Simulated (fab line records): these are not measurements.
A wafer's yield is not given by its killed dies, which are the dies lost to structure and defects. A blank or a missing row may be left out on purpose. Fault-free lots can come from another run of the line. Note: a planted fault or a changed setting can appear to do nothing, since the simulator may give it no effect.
fab line records | flow rit-cmos
record: lots: 5 wafers: 15 last-day: 7
route steps=202 shown FOX2@80 GATE@81 REOX@98
lots that met no fault: from a run of the same line without faults
start-h: hours from the record's opening day to when the first of the lot's shown wafers began | wait-h: how many hours have passed since the lot's step before this one | " the same as in the row above | L1.1+2: one row covering several wafers at once | - no value present, or no start provided | * or withheld: withheld | < > ~ a bound
route shown NAME@n: names a module that has steps shown in the file, with the first one's number in the route | usual: the fault-free wafers' mean and standard deviation | same: alike in all rows | chamber/n: place in a boat | sites: per-site readings | _std_site: standard deviation across them | _edge_site: inner sites' mean taken away from outer sites' mean | radius-mm: how far each site lies from the wafer's centre | mask NAME#n: copy n | behind: the most recent tool/chamber to have shaped the wafer | hold: the reason the lot was held/the length of the hold in hours/how it ended | device: the transistor (n, p or np) that didn't switch | end of line: the same wafers' tests at the end of the route | for a step that has no rows: nothing shown but its recipe | killed: count of dies lost to structure and defects at first sort (not the wafer's yield) | map: per-die view of a wafer (x killed, . not killed, _ where there is no die)
set.NAME: the run value of the setting; set.NAME@STEP: its run value at that earlier step | model.NAME: the simulator's own value behind a step, which no gauge read
lots at selected steps of the route; one table per step, one row per wafer
services: when a tool's chamber went out of use (start-h, in hours from the record's first day, below 0 if earlier), for how many hours, and the reason
== steps ==
step: RIT_FOX2_THK_MEAS_91
recipe: reads: SiO2_of_FOX2_OXIDATION_00
usual: FIELD_OXIDE_LEFT_2_THK: 256/6.2
columns lot.wafer tool chamber start-h wait-h FIELD_OXIDE_LEFT_2_THK[nm]
L088.2 film-metro-04 - 106.18 0.0 262
L088.4 " - " " 261
L088.6 " - " " 257
L090.1 film-metro-04 - 115.28 0.0 244
L090.2 " - " " 245
L090.3 " - " " 251
L093.2 film-metro-03 - 129.39 0.0 261
L093.4 " - " " 262
L093.5 " - " " 261
L096.2 film-metro-02 - 143.94 0.0 257
L096.5 " - " " 256
L096.6 " - " " 257
L097.1 film-metro-04 - 150.38 0.0 250
L097.4 " - " " 245
L097.5 " - " " 246
step: RIT_GATE_OXIDATION_05
recipe: temp-c: 900 ambient: O2 target-thk-a: 30 ox-time-s: 270
usual: spike-tc-source-C: 922.3/2.5 tube-center-temp-C: 900/0.08
columns lot.wafer tool chamber start-h wait-h spike-tc-source-C tube-center-temp-C
L088.2 furnace-01 0 107.53 1.3 923.9 900.09
L088.4 " 0 " " 924.0 900.03
L088.6 " 0 " " 924.5 899.99
L090.1 furnace-01 0 115.64 0.3 920.3 900.04
L090.2 " 0 " " 921.4 899.96
L090.3 " 0 " " 922.6 899.96
L093.2 furnace-01 0 129.83 0.4 921.8 900.05
L093.4 " 0 " " 922.6 900.04
L093.5 " 0 " " 921.4 899.84
L096.2 furnace-01 0 144.87 0.9 920.4 900.01
L096.5 " 0 " " 921.5 900.01
L096.6 " 0 " " 922.5 899.94
L097.1 furnace-04 0 152.54 2.2 924.9 900.02
L097.4 " 0 " " 922.9 899.99
L097.5 " 0 " " 925.6 899.87
step: RIT_GATE_ANNEAL_06
recipe: temp-c: 900 time-s: 600 ambient: N2O
usual: spike-tc-source-C: 921.9/2.8 tube-center-temp-C: 900/0.084
columns lot.wafer tool chamber start-h wait-h spike-tc-source-C tube-center-temp-C
L088.2 furnace-04 0 108.90 0.3 924.9 899.97
L088.4 " 0 " " 923.5 900.02
L088.6 " 0 " " 924.8 900.05
L090.1 furnace-04 0 117.48 0.8 925.9 899.88
L090.2 " 0 " " 923.6 899.86
L090.3 " 0 " " 924.6 899.98
L093.2 furnace-01 0 130.90 0.0 922.6 899.99
L093.4 " 0 " " 920.9 900.04
L093.5 " 0 " " 923.6 899.86
L096.2 furnace-04 0 149.04 3.1 925.1 900.03
L096.5 " 0 " " 925.2 900.03
L096.6 " 0 " " 925.0 900
L097.1 furnace-03 0 155.56 1.9 918.1 899.94
L097.4 " 0 " " 917.6 899.92
L097.5 " 0 " " 918.7 900
step: RIT_GATE_THK_MEAS_07
recipe: reads: SiO2_of_GATE_OXIDATION_05
usual: GATE_OXIDE_THK: 3.00/0.068
columns lot.wafer tool chamber start-h wait-h GATE_OXIDE_THK[nm]
L088.2 film-metro-04 - 109.16 0.0 3.05
L088.4 " - " " 2.97
L088.6 " - " " 3.03
L090.1 film-metro-04 - 117.73 0.0 2.96
L090.2 " - " " 2.95
L090.3 " - " " 2.91
L093.2 film-metro-02 - 131.16 0.0 3.06
L093.4 " - " " 3.05
L093.5 " - " " 3.07
L096.2 film-metro-04 - 149.30 0.0 3.04
L096.5 " - " " 2.96
L096.6 " - " " 2.99
L097.1 film-metro-02 - 155.81 0.0 2.96
L097.4 " - " " 2.93
L097.5 " - " " 2.94
step: RIT_GATE_CVD_08
recipe: material: poly-Si target-thk-nm: 250 temp-c: 610 precursor: SiH4 time-s: 2220 pressure-mtorr: 300 sih4-flow-sccm: 100
usual: pressure-mtorr: 300.2/0.63 spike-tc-source-C: 630/3.2
columns lot.wafer tool chamber start-h wait-h pressure-mtorr spike-tc-source-C
L088.2 lpcvd-02 1 109.21 0.0 300.4 628
L088.4 " 1 " " 300.0 630
L088.6 " 1 " " 299.7 628
L090.1 lpcvd-02 0 117.79 0.1 299.1 636
L090.2 " 0 " " 300.5 635
L090.3 " 0 " " 300.2 634
L093.2 lpcvd-02 0 131.21 0.0 300.4 634
L093.4 " 0 " " 300.6 636
L093.5 " 0 " " 300.3 634
L096.2 lpcvd-01 0 149.35 0.0 299.3 632
L096.5 " 0 " " 299.5 632
L096.6 " 0 " " 299.7 632
L097.1 lpcvd-01 1 155.87 0.1 299.8 627
L097.4 " 1 " " 300.7 627
L097.5 " 1 " " 300.3 626
step: RIT_GATE_THK_MEAS_09
recipe: reads: poly-Si_of_GATE_CVD_08
usual: GATE_POLY_THK: 249.1/2.2
columns lot.wafer tool chamber start-h wait-h GATE_POLY_THK[nm]
L088.2 film-metro-04 - 110.83 0.0 244.6
L088.4 " - " " 245.2
L088.6 " - " " 245.0
L090.1 film-metro-03 - 119.40 0.0 249.0
L090.2 " - " " 247.4
L090.3 " - " " 248.8
L093.2 film-metro-04 - 134.86 0.0 247.5
L093.4 " - " " 248.3
L093.5 " - " " 246.5
L096.2 film-metro-04 - 150.98 0.0 247.9
L096.5 " - " " 247.5
L096.6 " - " " 249.8
L097.1 film-metro-04 - 157.49 0.0 249.5
L097.4 " - " " 248.7
L097.5 " - " " 249.8
step: RIT_GATE_HMDS_10
recipe: prime-time-s: 60 prime-temp-c: 140
columns lot.wafer tool chamber start-h wait-h
L088.2+4+6 litho-track-03 0 110.91 0.1
L090.1+2+3 litho-track-03 0 119.46 0.1
L093.2+4+5 litho-track-01 0 134.93 0.1
L096.2+5+6 litho-track-03 0 151.05 0.1
L097.1+4+5 litho-track-01 0 157.55 0.1
step: RIT_GATE_COAT_11
recipe: resist: NOVOLAK spin-rpm: 4250 resist-thk-nm: 850
columns lot.wafer tool chamber start-h wait-h
L088.2+4+6 litho-track-03 0 111.06 0.1
L090.1+2+3 litho-track-03 0 119.61 0.1
L093.2+4+5 litho-track-01 0 135.08 0.1
L096.2+5+6 litho-track-03 0 151.20 0.1
L097.1+4+5 litho-track-01 0 157.70 0.1
step: RIT_GATE_SOFTBAKE_12
recipe: resist: NOVOLAK temp-c: 90 time-s: 60
columns lot.wafer tool chamber start-h wait-h
L088.2+4+6 litho-track-03 0 111.21 0.1
L090.1+2+3 litho-track-03 0 119.76 0.1
L093.2+4+5 litho-track-01 0 135.23 0.1
L096.2+5+6 litho-track-03 0 151.35 0.1
L097.1+4+5 litho-track-01 0 157.85 0.1
step: RIT_GATE_EXPOSE_13
recipe: mask-id: M6 na: 0.6 source-shape: conventional sigma-outer: 0.6 target-cd-nm: 150 dose-mj: 380
columns lot.wafer tool chamber start-h wait-h mask
L088.2+4+6 iline-stepper-01 0 111.48 0.2 M6#0
L090.1+2+3 iline-stepper-02 0 119.91 0.1 M6#0
L093.2+4+5 iline-stepper-01 0 135.47 0.2 M6#0
L096.2+5+6 iline-stepper-02 0 151.62 0.2 M6#0
L097.1+4+5 iline-stepper-02 0 158.00 0.1 M6#0
step: RIT_GATE_PEB_14
recipe: resist: NOVOLAK temp-c: withheld time-s: withheld
columns lot.wafer tool chamber start-h wait-h
L088.2+4+6 litho-track-03 0 111.60 0.1
L090.1+2+3 litho-track-03 0 120.03 0.1
L093.2+4+5 litho-track-01 0 135.59 0.1
L096.2+5+6 litho-track-02 0 151.75 0.1
L097.1+4+5 litho-track-01 0 158.12 0.1
step: RIT_GATE_DEVELOP_15
recipe: resist: NOVOLAK develop-time-s: 50 dev-temp-c: 23
columns lot.wafer tool chamber start-h wait-h
L088.2+4+6 litho-track-03 0 - -
L090.1+2+3 litho-track-03 0 - -
L093.2+4+5 litho-track-01 0 - -
L096.2+5+6 litho-track-02 0 - -
L097.1+4+5 litho-track-01 0 - -
step: RIT_GATE_CD_MEAS_16
recipe: target-cd-nm: 150
usual: cd-nm: 150.0/2.2
columns lot.wafer tool chamber start-h wait-h cd-nm
L088.2 cd-sem-02 - 111.88 - 147.8
L088.4 " - " " 149.7
L088.6 " - " " 147.7
L090.1 cd-sem-02 - 120.31 - 153.6
L090.2 " - " " 150.7
L090.3 " - " " 151.4
L093.2 cd-sem-02 - 135.87 - 149.8
L093.4 " - " " 146.3
L093.5 " - " " 147.6
L096.2 cd-sem-01 - 152.02 - 149.1
L096.5 " - " " 147.2
L096.6 " - " " 149.0
L097.1 cd-sem-01 - 158.40 - 153.7
L097.4 " - " " 152.6
L097.5 " - " " 151.8
step: RIT_GATE_OVL_MEAS_17
usual: GATE_OVL: -0.7/1.4
columns lot.wafer tool chamber start-h wait-h GATE_OVL[nm]
L088.2 overlay-01 - 111.99 0.1 -0.9
L088.4 " - " " -1.5
L088.6 " - " " -3.3
L090.1 overlay-01 - 120.43 0.1 -3.9
L090.2 " - " " -0.4
L090.3 " - " " -1.4
L093.2 overlay-02 - 135.98 0.1 -1.5
L093.4 " - " " 0.6
L093.5 " - " " -2.3
L096.2 overlay-02 - 152.13 0.1 1.5
L096.5 " - " " 0.7
L096.6 " - " " 0.2
L097.1 overlay-02 - 158.52 0.1 0.8
L097.4 " - " " 1.6
L097.5 " - " " 0.1
step: RIT_GATE_HARDBAKE_18
recipe: resist: NOVOLAK temp-c: 140 time-s: 60
columns lot.wafer tool chamber start-h wait-h
L088.2+4+6 litho-track-02 0 112.14 0.1
L090.1+2+3 litho-track-02 0 120.47 0.0
L093.2+4+5 litho-track-01 0 136.19 0.2
L096.2+5+6 litho-track-03 0 152.18 0.0
L097.1+4+5 litho-track-01 0 158.56 0.0
step: RIT_GATE_ETCH_19
recipe: chemistry: SF6/CHF3/O2 time-s: 165 SF6_flow_sccm: 30 CHF3_flow_sccm: 30 O2_flow_sccm: 5 target: poly-Si pressure-mtorr: 40 rf-w: 160 target-depth-a: 3125 over-etch-frac: 0.25 stop-on: SiO2
usual: drypump-motor-current-A: 5.6/0.34 oes-product-au: 0.847/0.013 throttle-valve-pct: 10.26/0.16
columns lot.wafer tool chamber start-h wait-h drypump-motor-current-A oes-product-au rf-hours-counter-h throttle-valve-pct
L088.2 rie-si-01 1 112.26 0.1 5.6 0.844 21 10.30
L088.4 " 3 " " 5.4 0.830 47 10.09
L088.6 " 1 " " 5.6 0.851 - 10.31
L090.1 rie-si-01 1 120.62 0.1 5.6 0.854 21 10.31
L090.2 " 2 " " 5.8 0.865 104 10.30
L090.3 " 3 " " 5.4 0.838 48 10.10
L093.2 rie-si-02 2 136.31 0.1 5.9 0.832 36 10.27
L093.4 " 3 " " 6.1 0.846 111 10.51
L093.5 " 2 " " 6.0 0.835 - 10.26
L096.2 rie-si-01 0 152.31 0.1 5.7 0.828 1 9.99
L096.5 " 0 " " 5.7 0.819 - 10.00
L096.6 " 3 " " 5.4 0.834 - 10.08
L097.1 rie-si-02 1 158.71 0.1 5.2 0.849 8 10.22
L097.4 " 2 " " 5.9 0.834 37 10.28
L097.5 " 2 " " 6.0 0.835 - 10.27
step: RIT_GATE_STRIP_20
recipe: chemistry: O2 time-s: 180 resist: NOVOLAK platen-temp-c: withheld power-w: 500 pressure-mtorr: 4000 o2-flow-sccm: 4000
usual: drypump-motor-current-A: 5.73/0.28 rf-refl-power-W: 7.1/1.6
columns lot.wafer tool chamber start-h wait-h drypump-motor-current-A rf-hours-counter-h rf-refl-power-W
L088.2 plasma-asher-01 0 112.37 0.1 5.72 45 8.7
L088.4 " 0 " " 5.74 - 8.3
L088.6 " 0 " " 5.70 - 8.6
L090.1 plasma-asher-04 0 120.73 0.1 5.25 49 6.2
L090.2 " 1 " " 5.77 49 4.4
L090.3 " 1 " " 5.78 - 4.4
L093.2 plasma-asher-01 0 136.42 0.1 5.75 48 8.9
L093.4 " 0 " " 5.74 - 8.8
L093.5 " 0 " " 5.74 - 8.6
L096.2 plasma-asher-01 1 152.42 0.1 6.03 50 8.3
L096.5 " 0 " " 5.76 - 9.0
L096.6 " 1 " " 6.03 - 8.5
L097.1 plasma-asher-01 1 158.81 0.1 6.08 51 8.3
L097.4 " 1 " " 6.08 - 8.3
L097.5 " 0 " " 5.72 - 8.7
step: RIT_GATE_CD_MEAS_90
recipe: target-cd-nm: 150
usual: cd-nm: 150.0/2.2
columns lot.wafer tool chamber start-h wait-h cd-nm
L088.2 cd-sem-02 - 112.57 0.1 148.0
L088.4 " - " " 149.3
L088.6 " - " " 147.9
L090.1 cd-sem-02 - 120.90 0.1 154.1
L090.2 " - " " 151.0
L090.3 " - " " 151.3
L093.2 cd-sem-01 - 136.62 0.1 150.0
L093.4 " - " " 146.2
L093.5 " - " " 147.3
L096.2 cd-sem-02 - 152.61 0.1 148.9
L096.5 " - " " 147.6
L096.6 " - " " 149.1
L097.1 cd-sem-01 - 158.99 0.1 153.9
L097.4 " - " " 152.9
L097.5 " - " " 151.7
step: RIT_REOX_CLEAN_00
recipe: chemistry: SC1 mix: 3:3:50 time-s: 600 temp-c: 75
columns lot.wafer tool chamber start-h wait-h
L088.2+4+6 wet-bench-01 2 112.67 0.1
L090.1+2+3 wet-bench-03 0 121.02 0.1
L093.2+4+5 wet-bench-03 0 136.72 0.1
L096.2+5+6 wet-bench-03 3 152.71 0.1
L097.1+4+5 wet-bench-03 2 159.11 0.1
step: RIT_REOX_CLEAN_01
recipe: chemistry: dHF dilution: 50:1 time-s: 30
columns lot.wafer tool chamber start-h wait-h
L088.2+4+6 wet-bench-03 2 112.84 0.0
L090.1+2+3 wet-bench-01 1 121.22 0.0
L093.2+4+5 wet-bench-02 3 136.91 0.0
L096.2+5+6 wet-bench-02 0 152.92 0.0
L097.1+4+5 wet-bench-02 2 159.28 0.0
step: RIT_REOX_CLEAN_02
recipe: chemistry: SC2 mix: 3:3:50 time-s: 600 temp-c: 75 dry: n2-spin
columns lot.wafer tool chamber start-h wait-h
L088.2+4+6 wet-bench-02 2 112.86 0.0
L090.1+2+3 wet-bench-02 0 121.23 0.0
L093.2+4+5 wet-bench-01 0 136.93 0.0
L096.2+5+6 wet-bench-03 1 152.94 0.0
L097.1+4+5 wet-bench-03 3 159.30 0.0
step: RIT_REOX_OXIDATION_03
recipe: temp-c: 900 ambient: O2 target-thk-a: 252 ox-time-s: 5580
usual: spike-tc-source-C: 922.3/2.5 tube-center-temp-C: 900.01/0.08
columns lot.wafer tool chamber start-h wait-h spike-tc-source-C tube-center-temp-C
L088.2 furnace-01 0 113.09 0.0 920.6 899.98
L088.4 " 0 " " 923.2 900.07
L088.6 " 0 " " 921.9 900.05
L090.1 furnace-04 0 122.57 1.1 925.5 899.97
L090.2 " 0 " " 924.5 900.01
L090.3 " 0 " " 923.8 899.88
L093.2 furnace-03 0 137.46 0.4 919.2 900.09
L093.4 " 0 " " 918.4 900
L093.5 " 0 " " 919.5 900.01
L096.2 furnace-04 0 153.61 0.5 924.8 900.1
L096.5 " 0 " " 923.3 900.05
L096.6 " 0 " " 924.7 900.01
L097.1 furnace-01 0 159.48 0.0 922.3 899.94
L097.4 " 0 " " 921.8 899.89
L097.5 " 0 " " 923.2 900.02
step: RIT_REOX_THK_MEAS_04
recipe: reads: SiO2_of_REOX_OXIDATION_03
usual: REOX_OXIDE_THK: 25.3/0.53
columns lot.wafer tool chamber start-h wait-h REOX_OXIDE_THK[nm]
L088.2 film-metro-03 - 115.69 0.1 24.3
L088.4 " - " " 24.8
L088.6 " - " " 24.7
L090.1 film-metro-04 - 125.12 0.0 24.6
L090.2 " - " " 24.6
L090.3 " - " " 24.5
L093.2 film-metro-03 - 140.02 0.0 25.5
L093.4 " - " " 25.4
L093.5 " - " " 25.2
L096.2 film-metro-01 - 156.17 0.0 24.9
L096.5 " - " " 25.1
L096.6 " - " " 24.8
L097.1 film-metro-03 - 162.03 0.0 24.6
L097.4 " - " " 25.2
L097.5 " - " " 24.8
== services ==
columns tool chamber start-h hours kind
plasma-asher-04 - 94.35 2.1 repair
rie-si-01 3 100.28 9.3 repair
plasma-asher-04 - 100.74 0.8 repair
furnace-01 - 131.19 3.8 pm
iline-stepper-02 - 137.05 6.8 repair
furnace-04 - 143.75 3.4 pm
iline-stepper-01 - 143.87 1.7 pm
furnace-03 - 146.58 3.9 pm
== key ==
fault none
